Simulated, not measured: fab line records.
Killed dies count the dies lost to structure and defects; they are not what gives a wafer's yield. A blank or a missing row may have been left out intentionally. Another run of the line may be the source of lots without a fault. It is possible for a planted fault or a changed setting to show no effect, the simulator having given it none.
fab line records || flow rit-cmos
record: {"lots": 14, "wafers": 42, "last-day": 7}
route steps=202 shown REOX@101
lots untouched by any fault: they come from a run of this same line in which no faults occurred
start-h: the number of hours between the record's first day and the start of the first shown wafer of the lot || wait-h: hours since the lot's step before || " identical to the entry in the row above || L1.1+2: several wafers, shown together as one row || - either no value or no given start || * or withheld: withheld || < > ~ a bound
route shown NAME@n: NAME is a module with steps in the file, n the number in the route of the first one || usual: mean/standard deviation taken from wafers without a fault || same: alike in all rows || chamber/n: place in a boat || sites: per-site readings || _std_site: standard deviation of those values || _edge_site: mean of outer sites minus mean of inner sites || radius-mm: for every site, how far away it sits from the centre of the wafer || mask NAME#n: copy n || behind: the last tool/chamber to shape the wafer || hold: why the lot was held/for how many hours/how that ended || device: the transistor (n, p or np) that didn't switch || end of line: at the end of the route, the tests of the same wafers || where a step has no rows: the recipe by itself || killed: dies that structure and defects cost at the first sort, which is not the same as the wafer's yield || map: a wafer's dies, marking killed ones x, the rest . and places with no die _
set.NAME: the setting that was run; set.NAME@STEP: the one run at that earlier step || model.NAME: the simulator's own value behind a step, which no gauge read
one table for each step of the route and one row for each wafer, over a sample of lots
services: a tool's chamber out of use, with start hour (start-h, from the record's first day; less than 0 if before it), hours out, and reason
== steps ==
step: RIT_REOX_OXIDATION_03
recipe: {"temp-c": 900, "ambient": "O2", "target-thk-a": 252, "ox-time-s": 5580}
usual: {"spike-tc-centre-C": "902.4/1.3", "spike-tc-load-C": "925.6/1.5", "spike-tc-source-C": "920/4.2", "tube-center-temp-C": "900/0.08", "tube_center_temp_C_max": "902.3/0.41"}
{"lot.wafer": "L398.1", "tool": "furnace-04", "chamber": 0, "start-h": 44.51, "wait-h": 0.0, "spike-tc-centre-C": 903.4, "spike-tc-load-C": 927.6, "spike-tc-source-C": 915, "tube-center-temp-C": 899.9, "tube_center_temp_C_max": 902.4}
{"lot.wafer": "L398.3", "tool": "furnace-04", "chamber": 0, "start-h": 44.51, "wait-h": 0.0, "spike-tc-centre-C": 902.3, "spike-tc-load-C": 925.9, "spike-tc-source-C": 915, "tube-center-temp-C": 899.99, "tube_center_temp_C_max": 902.3}
{"lot.wafer": "L398.4", "tool": "furnace-04", "chamber": 0, "start-h": 44.51, "wait-h": 0.0, "spike-tc-centre-C": 903.2, "spike-tc-load-C": 927.9, "spike-tc-source-C": 915, "tube-center-temp-C": 899.85, "tube_center_temp_C_max": 902.8}
{"lot.wafer": "L399.2", "tool": "furnace-04", "chamber": 0, "start-h": 48.99, "wait-h": 0.7, "spike-tc-centre-C": 903.5, "spike-tc-load-C": 925.4, "spike-tc-source-C": 914, "tube-center-temp-C": 899.93, "tube_center_temp_C_max": 901.9}
{"lot.wafer": "L399.4", "tool": "furnace-04", "chamber": 0, "start-h": 48.99, "wait-h": 0.7, "spike-tc-centre-C": 903.2, "spike-tc-load-C": 926.3, "spike-tc-source-C": 917, "tube-center-temp-C": 899.85, "tube_center_temp_C_max": 901.7}
{"lot.wafer": "L399.6", "tool": "furnace-04", "chamber": 0, "start-h": 48.99, "wait-h": 0.7, "spike-tc-centre-C": 901.1, "spike-tc-load-C": 926.8, "spike-tc-source-C": 913, "tube-center-temp-C": 899.96, "tube_center_temp_C_max": 901.7}
{"lot.wafer": "L400.3", "tool": "furnace-03", "chamber": 0, "start-h": 57.16, "wait-h": 1.3, "spike-tc-centre-C": 899.5, "spike-tc-load-C": 924.7, "spike-tc-source-C": 922, "tube-center-temp-C": 899.96, "tube_center_temp_C_max": 902.7}
{"lot.wafer": "L400.4", "tool": "furnace-03", "chamber": 0, "start-h": 57.16, "wait-h": 1.3, "spike-tc-centre-C": 900.7, "spike-tc-load-C": 924.9, "spike-tc-source-C": 925, "tube-center-temp-C": 900.09, "tube_center_temp_C_max": 902.1}
{"lot.wafer": "L400.5", "tool": "furnace-03", "chamber": 0, "start-h": 57.16, "wait-h": 1.3, "spike-tc-centre-C": 901.4, "spike-tc-load-C": 927.1, "spike-tc-source-C": 923, "tube-center-temp-C": 900.12, "tube_center_temp_C_max": 902.6}
{"lot.wafer": "L402.1", "tool": "furnace-01", "chamber": 0, "start-h": 70.02, "wait-h": 0.0, "spike-tc-centre-C": 902.4, "spike-tc-load-C": 924.5, "spike-tc-source-C": 922, "tube-center-temp-C": 899.97, "tube_center_temp_C_max": 902.3}
{"lot.wafer": "L402.2", "tool": "furnace-01", "chamber": 0, "start-h": 70.02, "wait-h": 0.0, "spike-tc-centre-C": 901.8, "spike-tc-load-C": 925.3, "spike-tc-source-C": 923, "tube-center-temp-C": 900.02, "tube_center_temp_C_max": 902.7}
{"lot.wafer": "L402.5", "tool": "furnace-01", "chamber": 0, "start-h": 70.02, "wait-h": 0.0, "spike-tc-centre-C": 902.7, "spike-tc-load-C": 923.8, "spike-tc-source-C": 924, "tube-center-temp-C": 900.11, "tube_center_temp_C_max": 902.0}
{"lot.wafer": "L403.1", "tool": "furnace-03", "chamber": 0, "start-h": 72.29, "wait-h": 0.5, "spike-tc-centre-C": 901.9, "spike-tc-load-C": 925.5, "spike-tc-source-C": 922, "tube-center-temp-C": 900.08, "tube_center_temp_C_max": 902.0}
{"lot.wafer": "L403.2", "tool": "furnace-03", "chamber": 0, "start-h": 72.29, "wait-h": 0.5, "spike-tc-centre-C": 902.4, "spike-tc-load-C": 925.5, "spike-tc-source-C": 922, "tube-center-temp-C": 899.99, "tube_center_temp_C_max": 902.0}
{"lot.wafer": "L403.6", "tool": "furnace-03", "chamber": 0, "start-h": 72.29, "wait-h": 0.5, "spike-tc-centre-C": 902.7, "spike-tc-load-C": 924.5, "spike-tc-source-C": 923, "tube-center-temp-C": 900.2, "tube_center_temp_C_max": 903.3}
{"lot.wafer": "L404.3", "tool": "furnace-01", "chamber": 0, "start-h": 74.96, "wait-h": 0.8, "spike-tc-centre-C": 903.0, "spike-tc-load-C": 922.9, "spike-tc-source-C": 921, "tube-center-temp-C": 900.05, "tube_center_temp_C_max": 902.7}
{"lot.wafer": "L404.4", "tool": "furnace-01", "chamber": 0, "start-h": 74.96, "wait-h": 0.8, "spike-tc-centre-C": 903.0, "spike-tc-load-C": 926.1, "spike-tc-source-C": 922, "tube-center-temp-C": 900, "tube_center_temp_C_max": 901.7}
{"lot.wafer": "L404.6", "tool": "furnace-01", "chamber": 0, "start-h": 74.96, "wait-h": 0.8, "spike-tc-centre-C": 901.0, "spike-tc-load-C": 925.9, "spike-tc-source-C": 923, "tube-center-temp-C": 899.97, "tube_center_temp_C_max": 901.6}
{"lot.wafer": "L407.1", "tool": "furnace-01", "chamber": 0, "start-h": 92.91, "wait-h": 0.0, "spike-tc-centre-C": 917.1, "spike-tc-load-C": 939.4, "spike-tc-source-C": 940, "tube-center-temp-C": 915.1, "tube_center_temp_C_max": 917.0}
{"lot.wafer": "L407.2", "tool": "furnace-01", "chamber": 0, "start-h": 92.91, "wait-h": 0.0, "spike-tc-centre-C": 916.8, "spike-tc-load-C": 939.5, "spike-tc-source-C": 939, "tube-center-temp-C": 914.9, "tube_center_temp_C_max": 916.7}
{"lot.wafer": "L407.6", "tool": "furnace-01", "chamber": 0, "start-h": 92.91, "wait-h": 0.0, "spike-tc-centre-C": 917.9, "spike-tc-load-C": 938.8, "spike-tc-source-C": 938, "tube-center-temp-C": 915.14, "tube_center_temp_C_max": 918.6}
{"lot.wafer": "L408.1", "tool": "furnace-01", "chamber": 0, "start-h": 97.40, "wait-h": 1.1, "spike-tc-centre-C": 917.3, "spike-tc-load-C": 938.4, "spike-tc-source-C": 938, "tube-center-temp-C": 915.06, "tube_center_temp_C_max": 916.8}
{"lot.wafer": "L408.3", "tool": "furnace-01", "chamber": 0, "start-h": 97.40, "wait-h": 1.1, "spike-tc-centre-C": 916.1, "spike-tc-load-C": 939.0, "spike-tc-source-C": 938, "tube-center-temp-C": 915, "tube_center_temp_C_max": 917.7}
{"lot.wafer": "L408.5", "tool": "furnace-01", "chamber": 0, "start-h": 97.40, "wait-h": 1.1, "spike-tc-centre-C": 916.6, "spike-tc-load-C": 940.2, "spike-tc-source-C": 938, "tube-center-temp-C": 915.04, "tube_center_temp_C_max": 916.9}
{"lot.wafer": "L412.1", "tool": "furnace-03", "chamber": 0, "start-h": 113.39, "wait-h": 0.0, "spike-tc-centre-C": 902.7, "spike-tc-load-C": 924.3, "spike-tc-source-C": 921, "tube-center-temp-C": 899.9, "tube_center_temp_C_max": 902.2}
{"lot.wafer": "L412.5", "tool": "furnace-03", "chamber": 0, "start-h": 113.39, "wait-h": 0.0, "spike-tc-centre-C": 901.8, "spike-tc-load-C": 925.3, "spike-tc-source-C": 923, "tube-center-temp-C": 899.85, "tube_center_temp_C_max": 902.4}
{"lot.wafer": "L412.6", "tool": "furnace-03", "chamber": 0, "start-h": 113.39, "wait-h": 0.0, "spike-tc-centre-C": 902.7, "spike-tc-load-C": 925.9, "spike-tc-source-C": 923, "tube-center-temp-C": 900.07, "tube_center_temp_C_max": 902.1}
{"lot.wafer": "L413.3", "tool": "furnace-04", "chamber": 0, "start-h": 118.57, "wait-h": 0.5, "spike-tc-centre-C": 903.2, "spike-tc-load-C": 927.6, "spike-tc-source-C": 915, "tube-center-temp-C": 900.09, "tube_center_temp_C_max": 902.2}
{"lot.wafer": "L413.4", "tool": "furnace-04", "chamber": 0, "start-h": 118.57, "wait-h": 0.5, "spike-tc-centre-C": 903.4, "spike-tc-load-C": 928.7, "spike-tc-source-C": 915, "tube-center-temp-C": 900.01, "tube_center_temp_C_max": 902.1}
{"lot.wafer": "L413.5", "tool": "furnace-04", "chamber": 0, "start-h": 118.57, "wait-h": 0.5, "spike-tc-centre-C": 903.2, "spike-tc-load-C": 927.1, "spike-tc-source-C": 915, "tube-center-temp-C": 899.9, "tube_center_temp_C_max": 901.8}
{"lot.wafer": "L414.1", "tool": "furnace-03", "chamber": 0, "start-h": 123.86, "wait-h": 0.0, "spike-tc-centre-C": 901.8, "spike-tc-load-C": 925.0, "spike-tc-source-C": 924, "tube-center-temp-C": 900.06, "tube_center_temp_C_max": 902.8}
{"lot.wafer": "L414.2", "tool": "furnace-03", "chamber": 0, "start-h": 123.86, "wait-h": 0.0, "spike-tc-centre-C": 901.3, "spike-tc-load-C": 925.3, "spike-tc-source-C": 921, "tube-center-temp-C": 900.11, "tube_center_temp_C_max": 901.9}
{"lot.wafer": "L414.6", "tool": "furnace-03", "chamber": 0, "start-h": 123.86, "wait-h": 0.0, "spike-tc-centre-C": 900.8, "spike-tc-load-C": 925.3, "spike-tc-source-C": 922, "tube-center-temp-C": 900.01, "tube_center_temp_C_max": 902.0}
{"lot.wafer": "L416.1", "tool": "furnace-03", "chamber": 0, "start-h": 137.73, "wait-h": 0.0, "spike-tc-centre-C": 900.8, "spike-tc-load-C": 924.5, "spike-tc-source-C": 922, "tube-center-temp-C": 900, "tube_center_temp_C_max": 901.6}
{"lot.wafer": "L416.4", "tool": "furnace-03", "chamber": 0, "start-h": 137.73, "wait-h": 0.0, "spike-tc-centre-C": 899.7, "spike-tc-load-C": 925.5, "spike-tc-source-C": 924, "tube-center-temp-C": 899.78, "tube_center_temp_C_max": 902.0}
{"lot.wafer": "L416.6", "tool": "furnace-03", "chamber": 0, "start-h": 137.73, "wait-h": 0.0, "spike-tc-centre-C": 901.8, "spike-tc-load-C": 926.5, "spike-tc-source-C": 922, "tube-center-temp-C": 899.99, "tube_center_temp_C_max": 902.4}
{"lot.wafer": "L417.1", "tool": "furnace-04", "chamber": 0, "start-h": 143.27, "wait-h": 1.1, "spike-tc-centre-C": 902.1, "spike-tc-load-C": 927.5, "spike-tc-source-C": 914, "tube-center-temp-C": 900.17, "tube_center_temp_C_max": 902.7}
{"lot.wafer": "L417.5", "tool": "furnace-04", "chamber": 0, "start-h": 143.27, "wait-h": 1.1, "spike-tc-centre-C": 903.6, "spike-tc-load-C": 924.8, "spike-tc-source-C": 916, "tube-center-temp-C": 900.05, "tube_center_temp_C_max": 902.2}
{"lot.wafer": "L417.6", "tool": "furnace-04", "chamber": 0, "start-h": 143.27, "wait-h": 1.1, "spike-tc-centre-C": 903.2, "spike-tc-load-C": 926.5, "spike-tc-source-C": 916, "tube-center-temp-C": 899.89, "tube_center_temp_C_max": 902.2}
{"lot.wafer": "L420.3", "tool": "furnace-03", "chamber": 0, "start-h": 158.79, "wait-h": 0.2, "spike-tc-centre-C": 901.6, "spike-tc-load-C": 925.2, "spike-tc-source-C": 924, "tube-center-temp-C": 899.82, "tube_center_temp_C_max": 901.6}
{"lot.wafer": "L420.4", "tool": "furnace-03", "chamber": 0, "start-h": 158.79, "wait-h": 0.2, "spike-tc-centre-C": 902.7, "spike-tc-load-C": 926.2, "spike-tc-source-C": 921, "tube-center-temp-C": 900.16, "tube_center_temp_C_max": 901.7}
{"lot.wafer": "L420.5", "tool": "furnace-03", "chamber": 0, "start-h": 158.79, "wait-h": 0.2, "spike-tc-centre-C": 901.4, "spike-tc-load-C": 926.3, "spike-tc-source-C": 924, "tube-center-temp-C": 899.94, "tube_center_temp_C_max": 902.5}
step: RIT_REOX_THK_MEAS_04
recipe: {"reads": "SiO2_of_REOX_OXIDATION_03"}
usual: {"REOX_OXIDE_THK": "25.2/0.51"}
{"lot.wafer": "L398.1", "tool": "film-metro-01", "chamber": "-", "start-h": 47.06, "wait-h": 0.0, "REOX_OXIDE_THK[nm]": 25.4}
{"lot.wafer": "L398.3", "tool": "film-metro-01", "chamber": "-", "start-h": 47.06, "wait-h": 0.0, "REOX_OXIDE_THK[nm]": 24.9}
{"lot.wafer": "L398.4", "tool": "film-metro-01", "chamber": "-", "start-h": 47.06, "wait-h": 0.0, "REOX_OXIDE_THK[nm]": 24.9}
{"lot.wafer": "L399.2", "tool": "film-metro-01", "chamber": "-", "start-h": 51.55, "wait-h": 0.0, "REOX_OXIDE_THK[nm]": 25.0}
{"lot.wafer": "L399.4", "tool": "film-metro-01", "chamber": "-", "start-h": 51.55, "wait-h": 0.0, "REOX_OXIDE_THK[nm]": 24.8}
{"lot.wafer": "L399.6", "tool": "film-metro-01", "chamber": "-", "start-h": 51.55, "wait-h": 0.0, "REOX_OXIDE_THK[nm]": 25.0}
{"lot.wafer": "L400.3", "tool": "film-metro-01", "chamber": "-", "start-h": 59.73, "wait-h": 0.0, "REOX_OXIDE_THK[nm]": 25.2}
{"lot.wafer": "L400.4", "tool": "film-metro-01", "chamber": "-", "start-h": 59.73, "wait-h": 0.0, "REOX_OXIDE_THK[nm]": 25.1}
{"lot.wafer": "L400.5", "tool": "film-metro-01", "chamber": "-", "start-h": 59.73, "wait-h": 0.0, "REOX_OXIDE_THK[nm]": 24.6}
{"lot.wafer": "L402.1", "tool": "film-metro-04", "chamber": "-", "start-h": 72.57, "wait-h": 0.0, "REOX_OXIDE_THK[nm]": 25.8}
{"lot.wafer": "L402.2", "tool": "film-metro-04", "chamber": "-", "start-h": 72.57, "wait-h": 0.0, "REOX_OXIDE_THK[nm]": 25.1}
{"lot.wafer": "L402.5", "tool": "film-metro-04", "chamber": "-", "start-h": 72.57, "wait-h": 0.0, "REOX_OXIDE_THK[nm]": 25.2}
{"lot.wafer": "L403.1", "tool": "film-metro-01", "chamber": "-", "start-h": 74.84, "wait-h": 0.0, "REOX_OXIDE_THK[nm]": 24.4}
{"lot.wafer": "L403.2", "tool": "film-metro-01", "chamber": "-", "start-h": 74.84, "wait-h": 0.0, "REOX_OXIDE_THK[nm]": 24.6}
{"lot.wafer": "L403.6", "tool": "film-metro-01", "chamber": "-", "start-h": 74.84, "wait-h": 0.0, "REOX_OXIDE_THK[nm]": 24.7}
{"lot.wafer": "L404.3", "tool": "film-metro-01", "chamber": "-", "start-h": 77.53, "wait-h": 0.0, "REOX_OXIDE_THK[nm]": 25.7}
{"lot.wafer": "L404.4", "tool": "film-metro-01", "chamber": "-", "start-h": 77.53, "wait-h": 0.0, "REOX_OXIDE_THK[nm]": 25.5}
{"lot.wafer": "L404.6", "tool": "film-metro-01", "chamber": "-", "start-h": 77.53, "wait-h": 0.0, "REOX_OXIDE_THK[nm]": 25.5}
{"lot.wafer": "L407.1", "tool": "film-metro-02", "chamber": "-", "start-h": 95.46, "wait-h": 0.0, "REOX_OXIDE_THK[nm]": 29.4}
{"lot.wafer": "L407.2", "tool": "film-metro-02", "chamber": "-", "start-h": 95.46, "wait-h": 0.0, "REOX_OXIDE_THK[nm]": 29.5}
{"lot.wafer": "L407.6", "tool": "film-metro-02", "chamber": "-", "start-h": 95.46, "wait-h": 0.0, "REOX_OXIDE_THK[nm]": 29.7}
{"lot.wafer": "L408.1", "tool": "film-metro-04", "chamber": "-", "start-h": 99.95, "wait-h": 0.0, "REOX_OXIDE_THK[nm]": 29.7}
{"lot.wafer": "L408.3", "tool": "film-metro-04", "chamber": "-", "start-h": 99.95, "wait-h": 0.0, "REOX_OXIDE_THK[nm]": 29.4}
{"lot.wafer": "L408.5", "tool": "film-metro-04", "chamber": "-", "start-h": 99.95, "wait-h": 0.0, "REOX_OXIDE_THK[nm]": 29.3}
{"lot.wafer": "L412.1", "tool": "film-metro-01", "chamber": "-", "start-h": 115.94, "wait-h": 0.0, "REOX_OXIDE_THK[nm]": 25.9}
{"lot.wafer": "L412.5", "tool": "film-metro-01", "chamber": "-", "start-h": 115.94, "wait-h": 0.0, "REOX_OXIDE_THK[nm]": 25.8}
{"lot.wafer": "L412.6", "tool": "film-metro-01", "chamber": "-", "start-h": 115.94, "wait-h": 0.0, "REOX_OXIDE_THK[nm]": 25.7}
{"lot.wafer": "L413.3", "tool": "film-metro-04", "chamber": "-", "start-h": 121.14, "wait-h": 0.0, "REOX_OXIDE_THK[nm]": 25.3}
{"lot.wafer": "L413.4", "tool": "film-metro-04", "chamber": "-", "start-h": 121.14, "wait-h": 0.0, "REOX_OXIDE_THK[nm]": 24.8}
{"lot.wafer": "L413.5", "tool": "film-metro-04", "chamber": "-", "start-h": 121.14, "wait-h": 0.0, "REOX_OXIDE_THK[nm]": 25.1}
{"lot.wafer": "L414.1", "tool": "film-metro-01", "chamber": "-", "start-h": 126.41, "wait-h": 0.0, "REOX_OXIDE_THK[nm]": 24.8}
{"lot.wafer": "L414.2", "tool": "film-metro-01", "chamber": "-", "start-h": 126.41, "wait-h": 0.0, "REOX_OXIDE_THK[nm]": 24.7}
{"lot.wafer": "L414.6", "tool": "film-metro-01", "chamber": "-", "start-h": 126.41, "wait-h": 0.0, "REOX_OXIDE_THK[nm]": 24.9}
{"lot.wafer": "L416.1", "tool": "film-metro-01", "chamber": "-", "start-h": 140.28, "wait-h": 0.0, "REOX_OXIDE_THK[nm]": 24.8}
{"lot.wafer": "L416.4", "tool": "film-metro-01", "chamber": "-", "start-h": 140.28, "wait-h": 0.0, "REOX_OXIDE_THK[nm]": 25.4}
{"lot.wafer": "L416.6", "tool": "film-metro-01", "chamber": "-", "start-h": 140.28, "wait-h": 0.0, "REOX_OXIDE_THK[nm]": 25.3}
{"lot.wafer": "L417.1", "tool": "film-metro-01", "chamber": "-", "start-h": 145.82, "wait-h": 0.0, "REOX_OXIDE_THK[nm]": 25.5}
{"lot.wafer": "L417.5", "tool": "film-metro-01", "chamber": "-", "start-h": 145.82, "wait-h": 0.0, "REOX_OXIDE_THK[nm]": 25.4}
{"lot.wafer": "L417.6", "tool": "film-metro-01", "chamber": "-", "start-h": 145.82, "wait-h": 0.0, "REOX_OXIDE_THK[nm]": 25.8}
{"lot.wafer": "L420.3", "tool": "film-metro-02", "chamber": "-", "start-h": 161.36, "wait-h": 0.0, "REOX_OXIDE_THK[nm]": 24.6}
{"lot.wafer": "L420.4", "tool": "film-metro-02", "chamber": "-", "start-h": 161.36, "wait-h": 0.0, "REOX_OXIDE_THK[nm]": 24.6}
{"lot.wafer": "L420.5", "tool": "film-metro-02", "chamber": "-", "start-h": 161.36, "wait-h": 0.0, "REOX_OXIDE_THK[nm]": 24.3}
== services ==
{"tool": "furnace-03", "chamber": "-", "start-h": 27.62, "hours": 2.6, "kind": "pm"}
{"tool": "furnace-04", "chamber": "-", "start-h": 63.59, "hours": 3.1, "kind": "pm"}
{"tool": "furnace-01", "chamber": "-", "start-h": 138.60, "hours": 3.9, "kind": "pm"}
== key ==
first-sign: {"step": "RIT_REOX_OXIDATION_03", "reading": "tube-center-temp-C", "direction": "up", "sigmas": "99+", "usual": "*", "struck": "*"}
effect: {"step": "RIT_REOX_OXIDATION_03", "reading": "tube_center_temp_C_max", "direction": "up", "sigmas": 37, "usual": "*", "struck": "*"}
effect: {"step": "RIT_REOX_THK_MEAS_04", "reading": "REOX_OXIDE_THK", "direction": "up", "sigmas": 8.5, "usual": 25.2, "struck": 29.5}
met-at RIT_REOX_OXIDATION_03
struck-lots L407,L408
tester-left-out L407,L408
onset-between 74.96 92.91
fault: {"kind": "process-parameter-drift", "tool": "furnace-01", "chamber": "-", "onset-h": 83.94, "steps": "RIT_REOX_OXIDATION_03", "channel": "temp-c", "offset": "*", "shape": "step", "end-h": 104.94, "acts-in": "*", "stated": "*"}
tester-left-out: of these lots the tester's yield and bins aren't shown, on N5 and GAA mostly nor the transistor test; their killed dies are dies lost to structure and defects alone, not to doping, threshold or leakage, so they don't give the yield
